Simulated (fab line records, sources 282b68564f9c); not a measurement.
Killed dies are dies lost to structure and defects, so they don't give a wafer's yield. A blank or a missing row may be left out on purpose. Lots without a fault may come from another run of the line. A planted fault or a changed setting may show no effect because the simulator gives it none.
Tool commonality check | flow rit_cmos | 13 lots, 42 wafers sampled

WHY IT WAS OPENED
At RIT_ACTIVE_THK_MEAS_04 the reading ACTIVE_NITRIDE_THK is flagged on 1 of 13 lots. Wafers without a fault read 150.3 nm, standard deviation 1.4.
Rule: a lot is flagged when every wafer of it that has a number lies more than 4 standard deviations from that mean, or none has a number. The other lots count as sound.

lot  | measured    | on            | ACTIVE_NITRIDE_THK (nm), wafer by wafer | flag
L124 | day 1 13:38 | film_metro-01 | 152.3 151.5 152.3                       |
L125 | day 1 18:32 | film_metro-02 | 148.7 149.5 150.3                       |
L126 | day 1 23:32 | film_metro-01 | 150.2 151.8 151.1                       |
L127 | day 2 04:34 | film_metro-03 | 148.5 147.6 148.6                       |
L128 | day 2 09:33 | film_metro-02 | 150.6 148.3 149.1                       |
L135 | day 3 21:00 | film_metro-02 | 235.3 236.2 236.6 235.1 236.4 236.7     | FLAGGED
L136 | day 4 01:32 | film_metro-02 | 151.3 152.2 151.2                       |
L137 | day 4 06:32 | film_metro-02 | 149.4 150.2 150.2                       |
L139 | day 4 16:32 | film_metro-03 | 149.9 151.3 150.3                       |
L142 | day 5 07:32 | film_metro-02 | 151.6 150.3 151.8                       |
L144 | day 5 17:32 | film_metro-01 | 150.6 149.7 150.4                       |
L145 | day 5 22:32 | film_metro-02 | 151.2 151.0 150.8                       |
L147 | day 6 08:32 | film_metro-03 | 151.0 153.0 151.4                       |
The numbers of the flagged lots are 236.1 nm on average: +85.8 nm against the usual, or +61 standard deviations.

WHICH TOOL RAN EACH LOT
The record holds 1 process step before the reading, out of a route of 202 steps. In each cell: the tool, then ch and the chambers that the sampled wafers went through, then the start.
lot  | flag    | RIT_ACTIVE_CVD_03
L124 |         | lpcvd-02 ch 0, day 1 12:14
L125 |         | lpcvd-02 ch 0, day 1 17:07
L126 |         | lpcvd-02 ch 0, day 1 22:07
L127 |         | lpcvd-02 ch 0, day 2 03:07
L128 |         | lpcvd-01 ch 0, day 2 08:07
L135 | FLAGGED | lpcvd-02 ch 0, day 3 19:35
L136 |         | lpcvd-01 ch 1, day 4 00:07
L137 |         | lpcvd-02 ch 1, day 4 05:07
L139 |         | lpcvd-02 ch 1, day 4 15:07
L142 |         | lpcvd-01 ch 0, day 5 06:07
L144 |         | lpcvd-01 ch 0, day 5 16:07
L145 |         | lpcvd-01 ch 1, day 5 21:07
L147 |         | lpcvd-01 ch 1, day 6 07:07
What these steps do:
- RIT_ACTIVE_CVD_03: deposits Si3N4 from SiH2Cl2/NH3, target thk 150 nm, time 1500 s.
- RIT_ACTIVE_THK_MEAS_04

FLAGGED OVER TOTAL, TOOL BY TOOL (the gauges that took the reading come last)
step                   | tool          | lots run | flagged | share of the flagged lots | sound lots run after its first flagged lot
RIT_ACTIVE_CVD_03      | lpcvd-01      | 6        | 0       | none                      | -
RIT_ACTIVE_CVD_03      | lpcvd-02      | 7        | 1       | all                       | 2 (L137,L139)
RIT_ACTIVE_THK_MEAS_04 | film_metro-01 | 3        | 0       | none                      | -
RIT_ACTIVE_THK_MEAS_04 | film_metro-02 | 7        | 1       | all                       | 4 (L136,L137,L142,L145)
RIT_ACTIVE_THK_MEAS_04 | film_metro-03 | 3        | 0       | none                      | -

WHAT THE TABLE ALLOWS
2 rows of the table ran every flagged lot: lpcvd-02 at RIT_ACTIVE_CVD_03, film_metro-02 at RIT_ACTIVE_THK_MEAS_04.
- lpcvd-02 at RIT_ACTIVE_CVD_03: 1 of its 7 lots flagged. Sound lots ran on it after the first flagged one (L137, L139), which a lasting fault on the whole tool wouldn't allow.
- film_metro-02 at RIT_ACTIVE_THK_MEAS_04: 1 of its 7 lots flagged. Sound lots ran on it after the first flagged one (L136, L137, L142, L145), which a lasting fault on the whole tool wouldn't allow.
No row of the table ran every flagged lot and no sound lot after the first.

WHAT THE SIMULATOR HAD PUT IN
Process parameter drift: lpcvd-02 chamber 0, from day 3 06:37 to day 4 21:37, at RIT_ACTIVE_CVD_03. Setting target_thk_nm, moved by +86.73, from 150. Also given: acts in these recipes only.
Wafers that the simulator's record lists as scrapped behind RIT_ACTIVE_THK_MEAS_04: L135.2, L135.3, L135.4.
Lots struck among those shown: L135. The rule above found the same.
